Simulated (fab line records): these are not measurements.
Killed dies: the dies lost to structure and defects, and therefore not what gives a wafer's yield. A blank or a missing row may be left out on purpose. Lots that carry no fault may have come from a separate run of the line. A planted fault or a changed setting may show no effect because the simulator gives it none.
fab line records ; flow rit-cmos
record lots=5; wafers=15; last-day=7
route steps=202 shown GATE@88 REOX@98 NLDD@103 PLDD@114 SPACER@125 M1@202
lots that met no fault: taken from a fault-free run of the same line
start-h: hours from the record's first day to the start of the lot's first wafer shown ; wait-h: hours elapsed since this lot's preceding step ; " same as the row above ; L1.1+2: one row covering several wafers at once ; - no value, or no start given ; * or withheld: withheld ; < > ~ a bound
route shown NAME@n: names a module that has steps shown in the file, with the first one's number in the route ; usual: the fault-free wafers' mean and standard deviation ; same: alike in all rows ; chamber/n: place in a boat ; sites: per-site readings ; _std_site: the values' standard deviation ; _edge_site: the outer-site mean with the inner-site mean subtracted ; radius-mm: how far each site lies from the wafer's centre ; mask NAME#n: copy n ; behind: tool/chamber where the wafer was last shaped ; hold: why the lot was held/for how many hours/how that ended ; device: the transistor (n, p or np) that didn't switch ; end of line: the route-end tests of the same wafers ; for a step that has no rows: nothing shown but its recipe ; killed: the dies lost at the first sort to structure and to defects; this is not the yield of the wafer ; map: a wafer's dies, marking killed ones x, the rest . and places with no die _
set.NAME: the setting as run; set.NAME@STEP: as run at that earlier step ; model.NAME: the simulator's own value behind a step, which no gauge read
lots seen at some steps along the route; tables by step, rows by wafer
services: when a tool's chamber went out of use (start-h, in hours from the record's first day, below 0 if earlier), for how many hours, and the reason
## steps
# step RIT_GATE_SOFTBAKE_12
# recipe resist=NOVOLAK; temp-c=90; time-s=60
# step RIT_GATE_EXPOSE_13
# recipe mask-id=M6; na=0.6; source-shape=conventional; sigma-outer=0.6; target-cd-nm=150; dose-mj=384.5
# step RIT_GATE_PEB_14
# recipe resist=NOVOLAK; temp-c=withheld; time-s=withheld
# step RIT_GATE_DEVELOP_15
# recipe resist=NOVOLAK; develop-time-s=50; dev-temp-c=23
# step RIT_GATE_CD_MEAS_16
# recipe target-cd-nm=150
# usual cd-nm=149.2/2.8
lot.wafer;tool;chamber;start-h;wait-h;cd-nm
L361.2;cd-sem-01;-;37.84;-;149.8
L361.3;cd-sem-01;-;37.84;-;150.3
L361.4;cd-sem-01;-;37.84;-;151.7
L363.2;cd-sem-02;-;48.78;-;144.1
L363.3;cd-sem-02;-;48.78;-;142.8
L363.5;cd-sem-02;-;48.78;-;142.7
L364.1;cd-sem-01;-;51.24;-;148.1
L364.5;cd-sem-01;-;51.24;-;147.8
L364.6;cd-sem-01;-;51.24;-;147.8
L378.3;cd-sem-01;-;123.67;-;147.1
L378.4;cd-sem-01;-;123.67;-;147.3
L378.6;cd-sem-01;-;123.67;-;146.1
L381.2;cd-sem-02;-;139.46;-;148.2
L381.4;cd-sem-02;-;139.46;-;146.6
L381.6;cd-sem-02;-;139.46;-;148.9
# step RIT_GATE_OVL_MEAS_17
# usual GATE_OVL=-0.6/1.4
lot.wafer;tool;chamber;start-h;wait-h;GATE_OVL[nm]
L361.2;overlay-01;-;37.94;0.1;-0.6
L361.3;overlay-01;-;37.94;0.1;-1.2
L361.4;overlay-01;-;37.94;0.1;-1.5
L363.2;overlay-01;-;48.89;0.1;-2.2
L363.3;overlay-01;-;48.89;0.1;-2.0
L363.5;overlay-01;-;48.89;0.1;-2.1
L364.1;overlay-01;-;51.36;0.1;-0.8
L364.5;overlay-01;-;51.36;0.1;-2.4
L364.6;overlay-01;-;51.36;0.1;-0.2
L378.3;overlay-01;-;123.76;0.1;-1.0
L378.4;overlay-01;-;123.76;0.1;0.1
L378.6;overlay-01;-;123.76;0.1;0.1
L381.2;overlay-02;-;139.57;0.1;0.5
L381.4;overlay-02;-;139.57;0.1;1.4
L381.6;overlay-02;-;139.57;0.1;0.0
# step RIT_GATE_HARDBAKE_18
# recipe resist=NOVOLAK; temp-c=140; time-s=60
# step RIT_GATE_ETCH_19
# recipe chemistry=SF6/CHF3/O2; time-s=165; SF6_flow_sccm=30; CHF3_flow_sccm=30; O2_flow_sccm=5; target=poly-Si; pressure-mtorr=40; rf-w=160; target-depth-a=3125; over-etch-frac=0.25; stop-on=SiO2
# usual drypump-motor-current-A=5.6/0.53; oes-product-au=0.868/0.013; throttle-valve-pct=10.17/0.17
lot.wafer;tool;chamber;start-h;wait-h;drypump-motor-current-A;oes-product-au;rf-hours-counter-h;throttle-valve-pct
L361.2;rie-si-02;0;38.12;0.1;5.0;0.874;2;10.23
L361.3;rie-si-02;2;38.12;0.1;5.2;0.857;71;10.50
L361.4;rie-si-02;3;38.12;0.1;5.3;0.846;25;10.13
L363.2;rie-si-02;1;49.07;0.1;5.8;0.863;46;9.98
L363.3;rie-si-02;0;49.07;0.1;5.0;0.878;2;10.21
L363.5;rie-si-02;0;49.07;0.1;5.0;0.880;-;10.22
L364.1;rie-si-01;2;51.55;0.1;5.6;0.889;3;10.07
L364.5;rie-si-01;2;51.55;0.1;5.6;0.875;-;10.04
L364.6;rie-si-01;3;51.55;0.1;5.4;0.894;-;10.37
L378.3;rie-si-01;0;123.93;0.1;5.9;0.866;119;10.23
L378.4;rie-si-01;2;123.93;0.1;5.6;0.880;4;10.07
L378.6;rie-si-01;3;123.93;0.1;5.4;0.845;-;10.35
L381.2;rie-si-02;2;139.75;0.1;5.2;0.870;72;10.51
L381.4;rie-si-02;3;139.75;0.1;5.3;0.855;26;10.11
L381.6;rie-si-02;0;139.75;0.1;5.0;0.878;-;10.21
# step RIT_GATE_STRIP_20
# recipe chemistry=O2; time-s=180; resist=NOVOLAK; platen-temp-c=withheld; power-w=500; pressure-mtorr=4000; o2-flow-sccm=4000
# usual drypump-motor-current-A=5.4/0.44
lot.wafer;tool;chamber;start-h;wait-h;drypump-motor-current-A;rf-hours-counter-h
L361.2;plasma-asher-03;0;38.23;0.1;5.9;26
L361.3;plasma-asher-03;1;38.23;0.1;6.2;-
L361.4;plasma-asher-03;0;38.23;0.1;5.9;-
L363.2;plasma-asher-04;0;49.18;0.1;4.8;41
L363.3;plasma-asher-04;0;49.18;0.1;4.8;-
L363.5;plasma-asher-04;1;49.18;0.1;5.4;-
L364.1;plasma-asher-04;0;51.65;0.1;4.8;41
L364.5;plasma-asher-04;1;51.65;0.1;5.4;-
L364.6;plasma-asher-04;0;51.65;0.1;4.8;-
L378.3;plasma-asher-01;1;124.10;0.1;5.3;-
L378.4;plasma-asher-01;0;124.10;0.1;5.1;-
L378.6;plasma-asher-01;1;124.10;0.1;5.3;-
L381.2;plasma-asher-04;1;139.86;0.1;5.4;2
L381.4;plasma-asher-04;1;139.86;0.1;5.4;-
L381.6;plasma-asher-04;1;139.86;0.1;5.4;-
# step RIT_GATE_CD_MEAS_90
# recipe target-cd-nm=150
# usual cd-nm=149.2/2.8
lot.wafer;tool;chamber;start-h;wait-h;cd-nm
L361.2;cd-sem-02;-;38.43;0.1;150.0
L361.3;cd-sem-02;-;38.43;0.1;150.9
L361.4;cd-sem-02;-;38.43;0.1;151.9
L363.2;cd-sem-02;-;49.37;0.1;144.0
L363.3;cd-sem-02;-;49.37;0.1;142.8
L363.5;cd-sem-02;-;49.37;0.1;142.8
L364.1;cd-sem-01;-;51.83;0.1;148.4
L364.5;cd-sem-01;-;51.83;0.1;147.5
L364.6;cd-sem-01;-;51.83;0.1;147.6
L378.3;cd-sem-01;-;124.25;0.1;147.2
L378.4;cd-sem-01;-;124.25;0.1;147.2
L378.6;cd-sem-01;-;124.25;0.1;146.0
L381.2;cd-sem-02;-;140.05;0.1;148.6
L381.4;cd-sem-02;-;140.05;0.1;146.8
L381.6;cd-sem-02;-;140.05;0.1;149.0
# step RIT_REOX_CLEAN_00
# recipe chemistry=SC1; mix=3:3:50; time-s=600; temp-c=75
# step RIT_REOX_CLEAN_01
# recipe chemistry=dHF; dilution=50:1; time-s=30
# step RIT_REOX_CLEAN_02
# recipe chemistry=SC2; mix=3:3:50; time-s=600; temp-c=75; dry=n2-spin
lot.wafer;tool;chamber;start-h;wait-h
L361.2+3+4;wet-bench-01;3;38.72;0.0
L363.2+3+5;wet-bench-01;2;49.68;0.0
L364.1+5+6;wet-bench-01;0;52.16;0.0
L378.3+4+6;wet-bench-02;0;124.54;0.0
L381.2+4+6;wet-bench-01;2;140.34;0.0
# step RIT_REOX_OXIDATION_03
# recipe temp-c=900; ambient=O2; target-thk-a=252; ox-time-s=5854
# step RIT_REOX_THK_MEAS_04
# recipe reads=SiO2_of_REOX_OXIDATION_03
# usual REOX_OXIDE_THK=26.1/0.49
lot.wafer;tool;chamber;start-h;wait-h;REOX_OXIDE_THK[nm]
L361.2;film-metro-03;-;42.57;0.0;26.6
L361.3;film-metro-03;-;42.57;0.0;26.4
L361.4;film-metro-03;-;42.57;0.0;26.4
L363.2;film-metro-03;-;52.43;0.0;25.1
L363.3;film-metro-03;-;52.43;0.0;25.4
L363.5;film-metro-03;-;52.43;0.0;25.9
L364.1;film-metro-03;-;54.97;0.0;25.9
L364.5;film-metro-03;-;54.97;0.0;26.1
L364.6;film-metro-03;-;54.97;0.0;26.3
L378.3;film-metro-04;-;127.72;0.0;25.4
L378.4;film-metro-04;-;127.72;0.0;25.7
L378.6;film-metro-04;-;127.72;0.0;25.3
L381.2;film-metro-02;-;144.42;0.0;25.8
L381.4;film-metro-02;-;144.42;0.0;25.7
L381.6;film-metro-02;-;144.42;0.0;25.6
# step RIT_NLDD_HMDS_00
# recipe prime-time-s=60; prime-temp-c=140
# step RIT_NLDD_COAT_01
# recipe resist=NOVOLAK; spin-rpm=3250; resist-thk-nm=1000
# step RIT_NLDD_SOFTBAKE_02
# recipe resist=NOVOLAK; temp-c=90; time-s=60
# step RIT_NLDD_EXPOSE_03
# recipe mask-id=M7; na=0.57; target-cd-nm=40700; dose-mj=250
# step RIT_NLDD_PEB_04
# recipe resist=NOVOLAK; temp-c=withheld; time-s=withheld
# step RIT_NLDD_DEVELOP_05
# recipe resist=NOVOLAK; develop-time-s=50; dev-temp-c=23
# step RIT_NLDD_OVL_MEAS_06
# usual NLDD_OVL=-1.2/1.4
lot.wafer;tool;chamber;start-h;wait-h;NLDD_OVL[nm]
L361.2;overlay-01;-;43.48;-;-0.5
L361.3;overlay-01;-;43.48;-;-2.0
L361.4;overlay-01;-;43.48;-;-3.0
L363.2;overlay-01;-;53.46;-;-0.2
L363.3;overlay-01;-;53.46;-;-1.0
L363.5;overlay-01;-;53.46;-;-1.3
L364.1;overlay-01;-;56.00;-;-1.6
L364.5;overlay-01;-;56.00;-;-2.3
L364.6;overlay-01;-;56.00;-;-2.6
L378.3;overlay-02;-;128.93;-;-0.1
L378.4;overlay-02;-;128.93;-;1.0
L378.6;overlay-02;-;128.93;-;-0.2
L381.2;overlay-01;-;145.33;-;-2.3
L381.4;overlay-01;-;145.33;-;-1.7
L381.6;overlay-01;-;145.33;-;-1.0
# step RIT_NLDD_HARDBAKE_07
# recipe resist=NOVOLAK; temp-c=140; time-s=60
# step RIT_NLDD_IMPLANT_08
# recipe species=P; energy-kev=20; dose-cm2=5e+14; tilt-deg=7
# step RIT_NLDD_STRIP_09
# recipe chemistry=O2; time-s=180; resist=NOVOLAK; platen-temp-c=withheld; power-w=500; pressure-mtorr=4000; o2-flow-sccm=4000
# usual drypump-motor-current-A=5.2/0.36
lot.wafer;tool;chamber;start-h;wait-h;drypump-motor-current-A;rf-hours-counter-h
L361.2;plasma-asher-02;1;43.81;0.1;4.9;38
L361.3;plasma-asher-02;0;43.81;0.1;5.9;-
L361.4;plasma-asher-02;1;43.81;0.1;4.9;-
L363.2;plasma-asher-04;0;53.91;0.1;4.8;42
L363.3;plasma-asher-04;0;53.91;0.1;4.8;-
L363.5;plasma-asher-04;0;53.91;0.1;4.8;-
L364.1;plasma-asher-02;0;56.34;0.1;5.9;40
L364.5;plasma-asher-02;1;56.34;0.1;4.9;-
L364.6;plasma-asher-02;0;56.34;0.1;5.9;-
L378.3;plasma-asher-01;1;129.31;0.1;5.3;-
L378.4;plasma-asher-01;0;129.31;0.1;5.1;-
L378.6;plasma-asher-01;0;129.31;0.1;5.1;-
L381.2;plasma-asher-04;1;145.66;0.1;5.4;3
L381.4;plasma-asher-04;0;145.66;0.1;4.8;-
L381.6;plasma-asher-04;1;145.66;0.1;5.4;-
# step RIT_NLDD_TW_MEAS_10
# usual NLDD_TW=2515/31
lot.wafer;tool;chamber;start-h;wait-h;NLDD_TW
L361.2;film-metro-02;-;44.00;0.1;2470
L361.3;film-metro-02;-;44.00;0.1;2476
L361.4;film-metro-02;-;44.00;0.1;2472
L363.2;film-metro-01;-;54.10;0.1;2500
L363.3;film-metro-01;-;54.10;0.1;2497
L363.5;film-metro-01;-;54.10;0.1;2502
L364.1;film-metro-02;-;56.51;0.1;2483
L364.5;film-metro-02;-;56.51;0.1;2479
L364.6;film-metro-02;-;56.51;0.1;2473
L378.3;film-metro-02;-;129.45;0.1;2490
L378.4;film-metro-02;-;129.45;0.1;2492
L378.6;film-metro-02;-;129.45;0.1;2484
L381.2;film-metro-04;-;145.85;0.1;2542
L381.4;film-metro-04;-;145.85;0.1;2546
L381.6;film-metro-04;-;145.85;0.1;2532
# step RIT_PLDD_HMDS_00
# recipe prime-time-s=60; prime-temp-c=140
# step RIT_PLDD_COAT_01
# recipe resist=NOVOLAK; spin-rpm=3250; resist-thk-nm=1000
# step RIT_PLDD_SOFTBAKE_02
# recipe resist=NOVOLAK; temp-c=90; time-s=60
# step RIT_PLDD_EXPOSE_03
# recipe mask-id=M8; na=0.57; target-cd-nm=40900; dose-mj=250
# step RIT_PLDD_PEB_04
# recipe resist=NOVOLAK; temp-c=withheld; time-s=withheld
# step RIT_PLDD_DEVELOP_05
# recipe resist=NOVOLAK; develop-time-s=48.45; dev-temp-c=23
# step RIT_PLDD_OVL_MEAS_06
# usual PLDD_OVL=0.0/1.4
lot.wafer;tool;chamber;start-h;wait-h;PLDD_OVL[nm]
L361.2;overlay-02;-;44.90;-;0.3
L361.3;overlay-02;-;44.90;-;0.1
L361.4;overlay-02;-;44.90;-;0.9
L363.2;overlay-02;-;55.13;-;0.2
L363.3;overlay-02;-;55.13;-;0.2
L363.5;overlay-02;-;55.13;-;0.5
L364.1;overlay-01;-;57.69;-;2.0
L364.5;overlay-01;-;57.69;-;0.9
L364.6;overlay-01;-;57.69;-;0.4
L378.3;overlay-02;-;130.49;-;3.0
L378.4;overlay-02;-;130.49;-;1.0
L378.6;overlay-02;-;130.49;-;0.4
L381.2;overlay-01;-;146.88;-;-1.5
L381.4;overlay-01;-;146.88;-;1.4
L381.6;overlay-01;-;146.88;-;-1.3
# step RIT_PLDD_HARDBAKE_07
# recipe resist=NOVOLAK; temp-c=140; time-s=60
# step RIT_PLDD_IMPLANT_08
# recipe species=BF2; energy-kev=20; dose-cm2=9e+14; tilt-deg=7
# step RIT_PLDD_STRIP_09
# recipe chemistry=O2; time-s=180; resist=NOVOLAK; platen-temp-c=withheld; power-w=500; pressure-mtorr=4000; o2-flow-sccm=4000
# usual drypump-motor-current-A=5.5/0.52
lot.wafer;tool;chamber;start-h;wait-h;drypump-motor-current-A;rf-hours-counter-h
L361.2;plasma-asher-02;0;45.23;0.1;5.9;38
L361.3;plasma-asher-02;1;45.23;0.1;4.9;-
L361.4;plasma-asher-02;0;45.23;0.1;5.9;-
L363.2;plasma-asher-04;0;55.46;0.1;4.8;42
L363.3;plasma-asher-04;1;55.46;0.1;5.4;-
L363.5;plasma-asher-04;0;55.46;0.1;4.8;-
L364.1;plasma-asher-02;0;58.03;0.1;5.9;40
L364.5;plasma-asher-02;0;58.03;0.1;5.9;-
L364.6;plasma-asher-02;1;58.03;0.1;4.9;-
L378.3;plasma-asher-02;0;130.91;0.1;5.9;-
L378.4;plasma-asher-02;1;130.91;0.1;4.9;-
L378.6;plasma-asher-02;1;130.91;0.1;4.9;-
L381.2;plasma-asher-03;0;147.21;0.1;5.9;37
L381.4;plasma-asher-03;0;147.21;0.1;5.9;-
L381.6;plasma-asher-03;0;147.21;0.1;5.9;-
# step RIT_PLDD_TW_MEAS_10
# usual PLDD_TW=2366/27
lot.wafer;tool;chamber;start-h;wait-h;PLDD_TW
L361.2;film-metro-02;-;45.42;0.1;2337
L361.3;film-metro-02;-;45.42;0.1;2338
L361.4;film-metro-02;-;45.42;0.1;2334
L363.2;film-metro-02;-;55.64;0.1;2334
L363.3;film-metro-02;-;55.64;0.1;2330
L363.5;film-metro-02;-;55.64;0.1;2344
L364.1;film-metro-01;-;58.21;0.1;2362
L364.5;film-metro-01;-;58.21;0.1;2359
L364.6;film-metro-01;-;58.21;0.1;2355
L378.3;film-metro-02;-;131.05;0.1;2335
L378.4;film-metro-02;-;131.05;0.1;2341
L378.6;film-metro-02;-;131.05;0.1;2352
L381.2;film-metro-01;-;147.39;0.1;2370
L381.4;film-metro-01;-;147.39;0.1;2378
L381.6;film-metro-01;-;147.39;0.1;2369
# step RIT_SPACER_CLEAN_00
# recipe chemistry=SC1; mix=3:3:50; time-s=600; temp-c=75
# step RIT_SPACER_CLEAN_01
# recipe chemistry=dHF; dilution=50:1; time-s=30
# step RIT_SPACER_CLEAN_02
# recipe chemistry=SC2; mix=3:3:50; time-s=600; temp-c=75; dry=n2-spin
# step RIT_SPACER_CVD_03
# recipe material=Si3N4; target-thk-nm=250; temp-c=810; precursor=SiH2Cl2/NH3; time-s=3300; pressure-mtorr=300; sih2cl2-flow-sccm=60; nh3-flow-sccm=150
# step RIT_SPACER_THK_MEAS_04
# recipe reads=Si3N4_of_SPACER_CVD_03
# usual SPACER_NITRIDE_THK=250.9/2.1
lot.wafer;tool;chamber;start-h;wait-h;SPACER_NITRIDE_THK[nm]
L361.2;film-metro-03;-;47.83;0.0;254.2
L361.3;film-metro-03;-;47.83;0.0;254.7
L361.4;film-metro-03;-;47.83;0.0;255.0
L363.2;film-metro-01;-;58.02;0.0;249.5
L363.3;film-metro-01;-;58.02;0.0;247.4
L363.5;film-metro-01;-;58.02;0.0;250.7
L364.1;film-metro-01;-;60.58;0.0;253.0
L364.5;film-metro-01;-;60.58;0.0;251.9
L364.6;film-metro-01;-;60.58;0.0;251.5
L378.3;film-metro-03;-;133.39;0.0;251.7
L378.4;film-metro-03;-;133.39;0.0;250.5
L378.6;film-metro-03;-;133.39;0.0;251.0
L381.2;film-metro-01;-;149.73;0.0;250.9
L381.4;film-metro-01;-;149.73;0.0;249.5
L381.6;film-metro-01;-;149.73;0.0;250.0
# step RIT_M1_PROBE_99
# usual killed-at-front-end=7/3.2; killed-dies=7/3.2; killed-open=3.6/1.9; killed-short=3.6/2
# same gross-dies=264; killed_at_M0_to_M3=0; killed_at_M4_up=0; killed-at-back-side=0; killed-at-contacts=0; killed-at-other=0
lot.wafer;tool;chamber;start-h;wait-h;killed-at-front-end;killed-dies;killed-open;killed-short
L361.2;prober-02;-;59.04;0.1;14;14;9;5
L361.3;prober-02;-;59.09;0.2;8;8;5;3
L361.4;prober-02;-;59.14;0.2;11;11;7;4
L363.2;prober-02;-;69.31;0.1;14;14;9;4
L363.3;prober-02;-;69.36;0.2;6;6;1;5
L363.5;prober-02;-;69.46;0.2;8;8;4;4
L364.1;prober-01;-;71.53;0.1;6;6;1;5
L364.5;prober-01;-;71.73;0.2;9;9;5;4
L364.6;prober-01;-;71.78;0.2;11;11;4;7
L378.3;prober-01;-;144.56;0.2;17;17;7;10
L378.4;prober-01;-;144.61;0.2;8;8;5;3
L378.6;prober-01;-;144.71;0.2;6;6;2;4
L381.2;prober-02;-;160.92;0.1;42;42;3;3
L381.4;prober-02;-;161.02;0.2;39;39;5;0
L381.6;prober-02;-;161.12;0.2;39;39;2;0
# killed by level:class
L361.2 GATE:geometric-particle:short=4 FOX2:geometric-particle:open=2 GATE:geometric-particle:open=2 REOX:geometric-particle:open=2 FOX1:geometric-particle:short=1 FOX1:geometric-particle:open=1 SPACER:geometric-particle:open=1 SILICIDE:geometric-particle:open=1
L361.3 FOX1:geometric-particle:open=2 FOX2:geometric-particle:open=1 GATE:geometric-particle:short=1 REOX:geometric-particle:short=1 SPACER:geometric-particle:open=1 SILICIDE:geometric-particle:short=1 SILICIDE:geometric-particle:open=1
L361.4 SPACER:geometric-particle:open=3 FOX2:geometric-particle:open=2 GATE:geometric-particle:short=2 FOX1:geometric-particle:short=1 FOX2:geometric-particle:short=1 GATE:geometric-particle:open=1 SILICIDE:geometric-particle:open=1
L363.2 SILICIDE:geometric-particle:open=5 SPACER:geometric-particle:short=3 GATE:geometric-particle:open=2 REOX:geometric-particle:open=1 SPACER:geometric-particle:open=1 SILICIDE:geometric-particle:short=1 PSD:coat-microbubble-printed=1
L363.3 FOX1:geometric-particle:short=2 SPACER:geometric-particle:short=2 FOX1:geometric-particle:open=1 REOX:geometric-particle:short=1
L363.5 REOX:geometric-particle:open=2 SILICIDE:geometric-particle:short=2 FOX2:geometric-particle:short=1 GATE:geometric-particle:open=1 SPACER:geometric-particle:short=1 SPACER:geometric-particle:open=1
L364.1 GATE:geometric-particle:short=3 FOX2:geometric-particle:open=1 FOX2:geometric-particle:short=1 SPACER:geometric-particle:short=1
L364.5 SPACER:geometric-particle:open=2 SILICIDE:geometric-particle:open=2 FOX1:geometric-particle:open=1 FOX1:geometric-particle:short=1 FOX2:geometric-particle:short=1 GATE:geometric-particle:short=1 SILICIDE:geometric-particle:short=1
L364.6 GATE:geometric-particle:short=4 SILICIDE:geometric-particle:open=3 REOX:geometric-particle:short=2 FOX1:geometric-particle:open=1 SILICIDE:geometric-particle:short=1
L378.3 GATE:geometric-particle:short=6 GATE:geometric-particle:open=3 SILICIDE:geometric-particle:short=3 REOX:geometric-particle:open=2 FOX1:geometric-particle:short=1 SPACER:geometric-particle:open=1 SILICIDE:geometric-particle:open=1
L378.4 FOX1:geometric-particle:open=3 REOX:geometric-particle:short=2 GATE:geometric-particle:short=1 SPACER:geometric-particle:open=1 SILICIDE:geometric-particle:open=1
L378.6 GATE:geometric-particle:short=3 GATE:geometric-particle:open=2 REOX:geometric-particle:short=1
L381.2 REOX:unspecified=36 GATE:geometric-particle:open=2 GATE:geometric-particle:short=2 SILICIDE:geometric-particle:open=1 SILICIDE:geometric-particle:short=1
L381.4 REOX:unspecified=34 GATE:geometric-particle:open=3 FOX1:geometric-particle:open=2
L381.6 REOX:unspecified=37 FOX1:geometric-particle:open=1 GATE:geometric-particle:open=1
# map L381.2 (x killed, . not)
________......._______
_____....x.......x____
____...............___
___.................__
__....x...x..xx......_
__.......xxx........._
_........xxxxx........
_......xxxxxxx........
_......xxxxxxxx.......
_......xxxxxxx........
__.......xxxx........_
__x........x........._
___.................__
____...............___
_____.............____
________......._______
# map L364.6 (x killed, . not)
________.x....._______
_____.............____
____............x..___
___...............x.__
__x.................._
__..................._
_..........x..........
_.....................
_.....................
_...................x.
__..................._
__..................._
___.x...x...........__
____........x..x...___
_____......x......____
________......._______
## services
tool;chamber;start-h;hours;kind
rie-si-01;3;55.63;-;clean
rie-si-01;3;55.63;24.7;scheduled-down
rie-si-01;3;55.63;24.7;vent-cycle
plasma-asher-01;-;71.10;1.1;repair
rie-si-01;-;74.55;2.8;pm
rie-si-02;2;86.26;2.5;repair
plasma-asher-04;-;93.70;0.7;repair
plasma-asher-04;-;108.75;9.0;pm
plasma-asher-04;0;108.75;9.0;vent-cycle
plasma-asher-04;1;108.75;9.0;vent-cycle
plasma-asher-04;-;117.75;2.8;pm
plasma-asher-04;0;117.75;-;clean
plasma-asher-04;1;117.75;-;clean
## key
first-sign step=RIT_M1_PROBE_99; reading=killed-dies; direction=up; sigmas=10; usual=7; struck=40
effect step=RIT_M1_PROBE_99; reading=killed-at-front-end; direction=up; sigmas=10; usual=7; struck=40
met-at RIT_REOX_CLEAN_02
struck-wafers L381.2,L381.4,L381.6
tester-left-out L381
loop-trim step=RIT_GATE_EXPOSE_13; setting=dose; lots=L381
onset-between 49.68 140.34
also-fits time
fault kind=chamber-particle-source; tool=wet-bench-01; chamber=2; onset-h=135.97; steps=RIT_REOX_CLEAN_02; rate-per-visit-cm2=1.2824; end-h=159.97
# tester-left-out: of these lots the tester's yield and bins aren't shown, on N5 and GAA mostly nor the transistor test; their killed dies are dies lost to structure and defects alone, not to doping, threshold or leakage, so they don't give the yield
# loop-trim: a control loop set the setting to another value than it would have without faults
